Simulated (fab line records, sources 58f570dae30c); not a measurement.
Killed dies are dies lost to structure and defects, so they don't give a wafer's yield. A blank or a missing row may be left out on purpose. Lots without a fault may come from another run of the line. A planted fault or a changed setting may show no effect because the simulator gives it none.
One fault seen from 2 desks | flow berkeley_cmos170 | each desk has only its own numbers; what lay behind them comes last

THE TOOL OWNER'S DESK: furnace-02
The tool's own readings at UCB170_GATE_OXIDATION_01 (target thk 6.6 nm, ox time 1800 s): means of the sampled wafers that have a number, for each lot that ran on this tool. A lot is out of limits, marked OUT, if its mean lies more than 4 standard deviations from the usual mean; the brackets give that distance.
Columns: A = spike_tc_centre_C at UCB170_GATE_OXIDATION_01, usual 852.8 C; B = spike_tc_load_C at UCB170_GATE_OXIDATION_01, usual 873.4 C; C = spike_tc_source_C at UCB170_GATE_OXIDATION_01, usual 872.0 C; D = tube_center_temp_C at UCB170_GATE_OXIDATION_01, usual 850 C; E = tube_center_temp_C_max at UCB170_GATE_OXIDATION_01, usual 852.2
lot  | first seen here | A                | B                | C                | D                     | E
L895 | day 6 21:55     | 852.4            | 870.8            | 870.6            | 850                   | 852.2
L896 | day 7 13:59     | 853.1            | 872.1            | 871.4            | 850                   | 852.1
L898 | day 8 08:38     | 852.0            | 872.4            | 870.2            | 850                   | 852.0
L899 | day 8 08:38     | 853.0            | 871.3            | 870.4            | 850                   | 852.2
L901 | day 8 08:38     | 851.7            | 872.3            | 871.8            | 850                   | 852.1
L903 | day 8 08:38     | 852.3            | 872.3            | 871.1            | 850                   | 852.1
L904 | day 8 16:10     | 843.8 (-6.9) OUT | 862.3 (-4.5) OUT | 861.2 (-5.7) OUT | 841 (-99 or more) OUT | 843.4 (-25) OUT
L905 | day 8 16:10     | 843.2 (-7.4) OUT | 863.2 (-4.1) OUT | 861.1 (-5.8) OUT | 841 (-99 or more) OUT | 843.1 (-25) OUT
This desk's finding: out of limits on L904, L905; first on L904, day 8 16:10 (spike_tc_centre_C at UCB170_GATE_OXIDATION_01). In limits: L895, L896, L898, L899, L901, L903.

THE METROLOGY DESK
What the gauges read, lot by lot, whatever tool the lot ran on: means of the sampled wafers that have a number. A lot is out of limits, marked OUT, if its mean lies more than 4 standard deviations from the usual mean; the brackets give that distance.
Columns: A = PWELL_NITRIDE_THK at UCB170_PWELL_THK_MEAS_06, usual 221.1 nm; B = GATE_OXIDE_THK at UCB170_GATE_THK_MEAS_02, usual 6.57 nm; C = cd_nm at UCB170_NLDD_CD_MEAS_06, usual 1200.3 nm
lot  | first seen here | A     | B               | C
L895 | day 3 11:48     | 222.4 | 6.35            | 1201.7
L896 | day 3 23:28     | 218.3 | 6.57            | 1199.7
L898 | day 4 15:13     | 223.1 | 6.63            | 1200.2
L899 | day 4 15:17     | 222.4 | 6.47            | 1199.3
L903 | day 4 15:18     | 222.6 | 6.53            | 1204.6
L901 | day 4 21:19     | 220.8 | 6.50            | 1203.3
L904 | day 5 05:34     | 222.0 | 5.78 (-9.3) OUT | 1200.6
L905 | day 5 05:34     | 218.4 | 5.82 (-8.9) OUT | 1200.2
L909 | day 6 08:45     | 217.8 | 6.57            | 1201.0
L910 | day 6 08:46     | 217.2 | 6.62            | 1199.9
L912 | day 7 00:12     | 219.4 | 6.58            | 1202.1
L913 | day 7 00:13     | 223.9 | 6.56            | 1199.1
L916 | day 7 19:24     | 224.1 | 6.70            | 1198.9
L918 | day 8 02:13     | 221.6 | 6.62            | 1200.2
This desk's finding: out of limits on L904, L905; first on L904, day 8 17:41 (GATE_OXIDE_THK at UCB170_GATE_THK_MEAS_02). In limits: L895, L896, L898, L899, L903, L901, L909, L910, L912, L913, L916, L918.

PUT TOGETHER
The tool owner's desk could have raised an alarm at day 8 16:10, on L904, L905.
The metrology desk could have raised an alarm at day 8 17:41, on L904, L905.
Of the lots named, all ran UCB170_GATE_OXIDATION_01 on furnace-02.

WHAT THE SIMULATOR HAD PUT IN
Process parameter drift: furnace-02, from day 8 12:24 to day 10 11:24, at UCB170_GATE_OXIDATION_01. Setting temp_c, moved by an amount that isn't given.
Lots struck among those shown: L904, L905.
Hours from the fault's start to each desk's first reading out of limits: the tool owner's desk, 4; the metrology desk, 5.
